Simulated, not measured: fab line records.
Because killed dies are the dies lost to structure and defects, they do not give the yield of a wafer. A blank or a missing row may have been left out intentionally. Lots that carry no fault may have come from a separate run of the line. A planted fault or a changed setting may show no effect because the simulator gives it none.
Check for tools in common || flow berkeleyCmos170 || 13 lots, 39 wafers sampled

## WHY THIS WAS OPENED
Of 13 lots, 1 have the reading NLDD_TW flagged at UCB170_NLDD_TW_MEAS_11. Fault-free wafers read 2203, with a standard deviation of 19.
Rule: a lot is flagged in two cases, either no wafer of it has a number, or all its wafers with numbers fall more than 4 standard deviations from that mean. As for the other lots, they are considered sound.

{"lot": "L893", "measured": "day 7 06:43", "on": "filmMetro-02", "NLDD_TW, wafer by wafer": "2233 2228 2233", "flag": ""}
{"lot": "L894", "measured": "day 7 07:29", "on": "filmMetro-02", "NLDD_TW, wafer by wafer": "2233 2241 2231", "flag": ""}
{"lot": "L897", "measured": "day 8 04:59", "on": "filmMetro-04", "NLDD_TW, wafer by wafer": "2182 2185 2175", "flag": ""}
{"lot": "L896", "measured": "day 8 05:41", "on": "filmMetro-04", "NLDD_TW, wafer by wafer": "2173 2190 2180", "flag": ""}
{"lot": "L898", "measured": "day 8 10:54", "on": "filmMetro-04", "NLDD_TW, wafer by wafer": "2184 2187 2189", "flag": ""}
{"lot": "L900", "measured": "day 8 11:11", "on": "filmMetro-04", "NLDD_TW, wafer by wafer": "2192 2181 2185", "flag": ""}
{"lot": "L904", "measured": "day 9 03:06", "on": "filmMetro-04", "NLDD_TW, wafer by wafer": "30 30 30", "flag": "FLAGGED"}
{"lot": "L902", "measured": "day 9 03:45", "on": "filmMetro-04", "NLDD_TW, wafer by wafer": "2178 2173 2192", "flag": ""}
{"lot": "L907", "measured": "day 10 06:24", "on": "filmMetro-02", "NLDD_TW, wafer by wafer": "2205 2200 2206", "flag": ""}
{"lot": "L913", "measured": "day 10 20:23", "on": "filmMetro-04", "NLDD_TW, wafer by wafer": "2186 2203 2206", "flag": ""}
{"lot": "L911", "measured": "day 10 20:31", "on": "filmMetro-03", "NLDD_TW, wafer by wafer": "2180 2204 2187", "flag": ""}
{"lot": "L912", "measured": "day 10 20:38", "on": "filmMetro-02", "NLDD_TW, wafer by wafer": "2211 2194 2203", "flag": ""}
{"lot": "L914", "measured": "day 11 05:26", "on": "filmMetro-04", "NLDD_TW, wafer by wafer": "2195 2200 2189", "flag": ""}
The numbers of the flagged lots are 30 on average: -2173 against the usual, or -99 or more standard deviations.

## EACH LOT AND THE TOOL IT RAN ON
Before the reading, the record contains 3 process steps out of a 331-step route. Read each cell as the tool, then ch plus the chambers that the sampled wafers visited, then the start.
{"lot": "L893", "flag": "", "UCB170_ACTIVE_ETCH_15": "rieDiel-03 ch 1,2,3, day 4 23:56", "UCB170_ACTIVE_STRIP_16": "plasmaAsher-03 ch 1, day 5 00:02", "UCB170_NLDD_EXPOSE_03": "krfScanner-01 ch 0, day 7 05:31"}
{"lot": "L894", "flag": "", "UCB170_ACTIVE_ETCH_15": "rieDiel-01 ch 2,3, day 5 00:06", "UCB170_ACTIVE_STRIP_16": "plasmaAsher-02 ch 0,1, day 5 00:12", "UCB170_NLDD_EXPOSE_03": "krfScanner-02 ch 0, day 7 06:25"}
{"lot": "L897", "flag": "", "UCB170_ACTIVE_ETCH_15": "rieDiel-04 ch 1,3, day 5 16:15", "UCB170_ACTIVE_STRIP_16": "plasmaAsher-02 ch 0,1, day 5 16:21", "UCB170_NLDD_EXPOSE_03": "krfScanner-01 ch 0, day 8 04:02"}
{"lot": "L896", "flag": "", "UCB170_ACTIVE_ETCH_15": "rieDiel-01 ch 0,2, day 5 16:29", "UCB170_ACTIVE_STRIP_16": "plasmaAsher-01 ch 0, day 5 16:35", "UCB170_NLDD_EXPOSE_03": "krfScanner-01 ch 0, day 8 04:37"}
{"lot": "L898", "flag": "", "UCB170_ACTIVE_ETCH_15": "rieDiel-04 ch 0,1,2, day 5 23:47", "UCB170_ACTIVE_STRIP_16": "plasmaAsher-01 ch 0,1, day 5 23:53", "UCB170_NLDD_EXPOSE_03": "krfScanner-01 ch 0, day 8 09:38"}
{"lot": "L900", "flag": "", "UCB170_ACTIVE_ETCH_15": "rieDiel-03 ch 0,2,3, day 6 05:53", "UCB170_ACTIVE_STRIP_16": "plasmaAsher-01 ch 0,1, day 6 06:01", "UCB170_NLDD_EXPOSE_03": "krfScanner-01 ch 0, day 8 10:09"}
{"lot": "L904", "flag": "FLAGGED", "UCB170_ACTIVE_ETCH_15": "rieDiel-01 ch 1,2, day 6 23:47", "UCB170_ACTIVE_STRIP_16": "plasmaAsher-01 ch 0,1, day 6 23:53", "UCB170_NLDD_EXPOSE_03": "krfScanner-02 ch 0, day 9 01:59"}
{"lot": "L902", "flag": "", "UCB170_ACTIVE_ETCH_15": "rieDiel-03 ch 0,1,3, day 6 19:50", "UCB170_ACTIVE_STRIP_16": "plasmaAsher-03 ch 0,1, day 6 19:56", "UCB170_NLDD_EXPOSE_03": "krfScanner-02 ch 0, day 9 02:48"}
{"lot": "L907", "flag": "", "UCB170_ACTIVE_ETCH_15": "rieDiel-01 ch 0,1,2, day 7 22:01", "UCB170_ACTIVE_STRIP_16": "plasmaAsher-03 ch 0,1, day 7 22:10", "UCB170_NLDD_EXPOSE_03": "krfScanner-01 ch 0, day 10 05:28"}
{"lot": "L913", "flag": "", "UCB170_ACTIVE_ETCH_15": "rieDiel-01 ch 0,1,3, day 8 20:02", "UCB170_ACTIVE_STRIP_16": "plasmaAsher-02 ch 0,1, day 8 20:11", "UCB170_NLDD_EXPOSE_03": "krfScanner-02 ch 0, day 10 19:14"}
{"lot": "L911", "flag": "", "UCB170_ACTIVE_ETCH_15": "rieDiel-04 ch 1,3, day 8 19:46", "UCB170_ACTIVE_STRIP_16": "plasmaAsher-02 ch 0,1, day 8 19:52", "UCB170_NLDD_EXPOSE_03": "krfScanner-02 ch 0, day 10 19:19"}
{"lot": "L912", "flag": "", "UCB170_ACTIVE_ETCH_15": "rieDiel-03 ch 0,1,3, day 8 19:39", "UCB170_ACTIVE_STRIP_16": "plasmaAsher-03 ch 0,1, day 8 19:45", "UCB170_NLDD_EXPOSE_03": "krfScanner-02 ch 0, day 10 19:26"}
{"lot": "L914", "flag": "", "UCB170_ACTIVE_ETCH_15": "rieDiel-01 ch 1,3, day 9 08:57", "UCB170_ACTIVE_STRIP_16": "plasmaAsher-01 ch 0, day 9 09:03", "UCB170_NLDD_EXPOSE_03": "krfScanner-01 ch 0, day 11 04:16"}
What these steps do:
- UCB170_ACTIVE_ETCH_15: etches Si3N4 in CH3F/Ar/O2, stops on SiO2, target depth 242 nm, time 151 s.
- UCB170_ACTIVE_STRIP_16: strips in O2.
- UCB170_NLDD_EXPOSE_03: exposes mask NSELECT, target cd 1200 nm.
- UCB170_NLDD_TW_MEAS_11

## FLAGGED OVER TOTAL, TOOL BY TOOL (the gauges that took the reading come last)
{"step": "UCB170_ACTIVE_ETCH_15", "tool": "rieDiel-01", "lots run": 6, "flagged": 1, "share of the flagged lots": "all", "sound lots run after its first flagged lot": "3 (L907,L913,L914)"}
{"step": "UCB170_ACTIVE_ETCH_15", "tool": "rieDiel-03", "lots run": 4, "flagged": 0, "share of the flagged lots": "none", "sound lots run after its first flagged lot": "-"}
{"step": "UCB170_ACTIVE_ETCH_15", "tool": "rieDiel-04", "lots run": 3, "flagged": 0, "share of the flagged lots": "none", "sound lots run after its first flagged lot": "-"}
{"step": "UCB170_ACTIVE_STRIP_16", "tool": "plasmaAsher-01", "lots run": 5, "flagged": 1, "share of the flagged lots": "all", "sound lots run after its first flagged lot": "1 (L914)"}
{"step": "UCB170_ACTIVE_STRIP_16", "tool": "plasmaAsher-02", "lots run": 4, "flagged": 0, "share of the flagged lots": "none", "sound lots run after its first flagged lot": "-"}
{"step": "UCB170_ACTIVE_STRIP_16", "tool": "plasmaAsher-03", "lots run": 4, "flagged": 0, "share of the flagged lots": "none", "sound lots run after its first flagged lot": "-"}
{"step": "UCB170_NLDD_EXPOSE_03", "tool": "krfScanner-01", "lots run": 7, "flagged": 0, "share of the flagged lots": "none", "sound lots run after its first flagged lot": "-"}
{"step": "UCB170_NLDD_EXPOSE_03", "tool": "krfScanner-02", "lots run": 6, "flagged": 1, "share of the flagged lots": "all", "sound lots run after its first flagged lot": "4 (L902,L913,L911,L912)"}
{"step": "UCB170_NLDD_TW_MEAS_11", "tool": "filmMetro-02", "lots run": 4, "flagged": 0, "share of the flagged lots": "none", "sound lots run after its first flagged lot": "-"}
{"step": "UCB170_NLDD_TW_MEAS_11", "tool": "filmMetro-03", "lots run": 1, "flagged": 0, "share of the flagged lots": "none", "sound lots run after its first flagged lot": "-"}
{"step": "UCB170_NLDD_TW_MEAS_11", "tool": "filmMetro-04", "lots run": 8, "flagged": 1, "share of the flagged lots": "all", "sound lots run after its first flagged lot": "3 (L902,L913,L914)"}

## WHAT THE TABLE ALLOWS
4 rows of the table ran every flagged lot: rieDiel-01 at UCB170_ACTIVE_ETCH_15, plasmaAsher-01 at UCB170_ACTIVE_STRIP_16, krfScanner-02 at UCB170_NLDD_EXPOSE_03, filmMetro-04 at UCB170_NLDD_TW_MEAS_11.
- rieDiel-01 at UCB170_ACTIVE_ETCH_15 ran 6 lots, 1 of them flagged. Sound lots followed the first flagged one (L907, L913, L914) on it, something a lasting fault affecting the whole tool could not allow.
- plasmaAsher-01 at UCB170_ACTIVE_STRIP_16 ran 5 lots, 1 of them flagged. Sound lots followed the first flagged one (L914) on it, something a lasting fault affecting the whole tool could not allow.
- krfScanner-02 at UCB170_NLDD_EXPOSE_03 ran 6 lots, 1 of them flagged. Sound lots followed the first flagged one (L902, L913, L911, L912) on it, something a lasting fault affecting the whole tool could not allow.
- filmMetro-04 at UCB170_NLDD_TW_MEAS_11 ran 8 lots, 1 of them flagged. Sound lots followed the first flagged one (L902, L913, L914) on it, something a lasting fault affecting the whole tool could not allow.
No row of the table ran every flagged lot and no sound lot after the first.

## WHAT HAD BEEN PUT IN BY THE SIMULATOR
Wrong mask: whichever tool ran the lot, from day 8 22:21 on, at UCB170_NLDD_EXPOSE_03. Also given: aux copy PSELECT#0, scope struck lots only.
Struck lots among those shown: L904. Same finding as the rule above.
